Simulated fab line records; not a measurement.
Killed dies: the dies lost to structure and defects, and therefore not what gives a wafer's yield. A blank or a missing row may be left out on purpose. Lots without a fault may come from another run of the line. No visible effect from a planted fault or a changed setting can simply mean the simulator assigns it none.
Tool commonality check ; flow berkeley-cmos170 ; 16 lots and 60 wafers in the sample

REASON IT WAS OPENED
UCB170_PVT_TW_MEAS_09, reading PVT_TW: flagged on 4 of 16 lots. Wafers without a fault read 505, standard deviation 4.6.
Rule: flag the lot when none of its wafers has a number, or when each of its wafers that has one lies beyond 4 standard deviations from that mean. The other lots count as sound.

lot;measured;on;PVT_TW, wafer by wafer;flag
L272;day 7 01:59;film-metro-04;508 510 511;
L273;day 7 19:54;film-metro-04;509 508 509;
L276;day 7 20:08;film-metro-01;506 504 505;
L274;day 7 20:23;film-metro-03;502 499 503;
L278;day 8 20:35;film-metro-04;509 512 508;
L277;day 8 20:53;film-metro-04;510 513 513;
L281;day 9 13:24;film-metro-03;499 498 499;
L280;day 9 13:27;film-metro-01;499 500 499;
L279;day 9 13:42;film-metro-01;503 502 500;
L283;day 10 09:58;film-metro-04;512 515 512;
L284;day 10 10:11;film-metro-04;511 511 511;
L282;day 10 10:28;film-metro-03;497 497 500;
L286;day 10 21:47;film-metro-03;658 653 654 655 653 657;FLAGGED
L285;day 10 21:54;film-metro-01;665 663 660 660 660 661;FLAGGED
L287;day 10 22:08;film-metro-01;666 666 663 665 664 664;FLAGGED
L288;day 11 18:59;film-metro-03;661 660 659 661 662 661;FLAGGED
On average the flagged lots' numbers are 660, which is +155 against the usual, or +34 standard deviations.

WHICH TOOL RAN EACH LOT
The record holds 2 process steps before the reading, out of a route of 331 steps. Each cell gives the tool, then ch followed by the chambers the sampled wafers passed through, then the start.
lot;flag;UCB170_NWELL_ETCH_13;UCB170_PVT_IMPLANT_07
L272;;rie-diel-02 ch 0,1,3, day 2 18:02;implanter-01 ch 0, day 7 01:45
L273;;rie-diel-03 ch 0,1,3, day 3 04:16;implanter-01 ch 0, day 7 19:39
L276;;rie-diel-04 ch 0,3, day 3 14:49;implanter-04 ch 0, day 7 19:53
L274;;rie-diel-03 ch 0,2,3, day 3 04:38;implanter-02 ch 0, day 7 20:08
L278;;rie-diel-02 ch 0,2,3, day 3 22:04;implanter-02 ch 0, day 8 20:20
L277;;rie-diel-02 ch 1,2,3, day 3 22:18;implanter-04 ch 0, day 8 20:41
L281;;rie-diel-02 ch 2,3, day 4 11:22;implanter-04 ch 0, day 9 13:07
L280;;rie-diel-04 ch 0,2, day 4 11:29;implanter-01 ch 0, day 9 13:12
L279;;rie-diel-03 ch 0,1,3, day 4 06:31;implanter-02 ch 0, day 9 13:27
L283;;rie-diel-04 ch 1,3, day 5 04:07;implanter-02 ch 0, day 10 09:43
L284;;rie-diel-03 ch 1,2,3, day 5 04:14;implanter-04 ch 0, day 10 09:56
L282;;rie-diel-02 ch 0,1,3, day 4 20:46;implanter-02 ch 0, day 10 10:13
L286;FLAGGED;rie-diel-03 ch 0,1,3, day 5 16:24;implanter-02 ch 0, day 10 21:32
L285;FLAGGED;rie-diel-02 ch 1,2,3, day 5 12:07;implanter-04 ch 0, day 10 21:40
L287;FLAGGED;rie-diel-02 ch 0,2,3, day 5 16:42;implanter-01 ch 0, day 10 21:53
L288;FLAGGED;rie-diel-02 ch 0,3, day 6 03:52;implanter-04 ch 0, day 11 18:44
What the steps here do:
- UCB170_NWELL_ETCH_13: etches Si3N4 in CH3F/Ar/O2, stops on SiO2, target depth 246.4 nm, time 154 s.
- UCB170_PVT_IMPLANT_07
- UCB170_PVT_TW_MEAS_09

FLAGGED OVER TOTAL, TOOL BY TOOL (the gauges that took the reading come last)
step;tool;lots run;flagged;share of the flagged lots;sound lots run after its first flagged lot
UCB170_NWELL_ETCH_13;rie-diel-02;8;3;some;0
UCB170_NWELL_ETCH_13;rie-diel-03;5;1;some;0
UCB170_NWELL_ETCH_13;rie-diel-04;3;0;none;-
UCB170_PVT_IMPLANT_07;implanter-01;4;1;some;0
UCB170_PVT_IMPLANT_07;implanter-02;6;1;some;0
UCB170_PVT_IMPLANT_07;implanter-04;6;2;some;0
UCB170_PVT_TW_MEAS_09;film-metro-01;5;2;some;0
UCB170_PVT_TW_MEAS_09;film-metro-03;5;2;some;0
UCB170_PVT_TW_MEAS_09;film-metro-04;6;0;none;-

WHAT THE TABLE ALLOWS
No row of the table ran every flagged lot.

WHAT HAD BEEN PUT IN BY THE SIMULATOR
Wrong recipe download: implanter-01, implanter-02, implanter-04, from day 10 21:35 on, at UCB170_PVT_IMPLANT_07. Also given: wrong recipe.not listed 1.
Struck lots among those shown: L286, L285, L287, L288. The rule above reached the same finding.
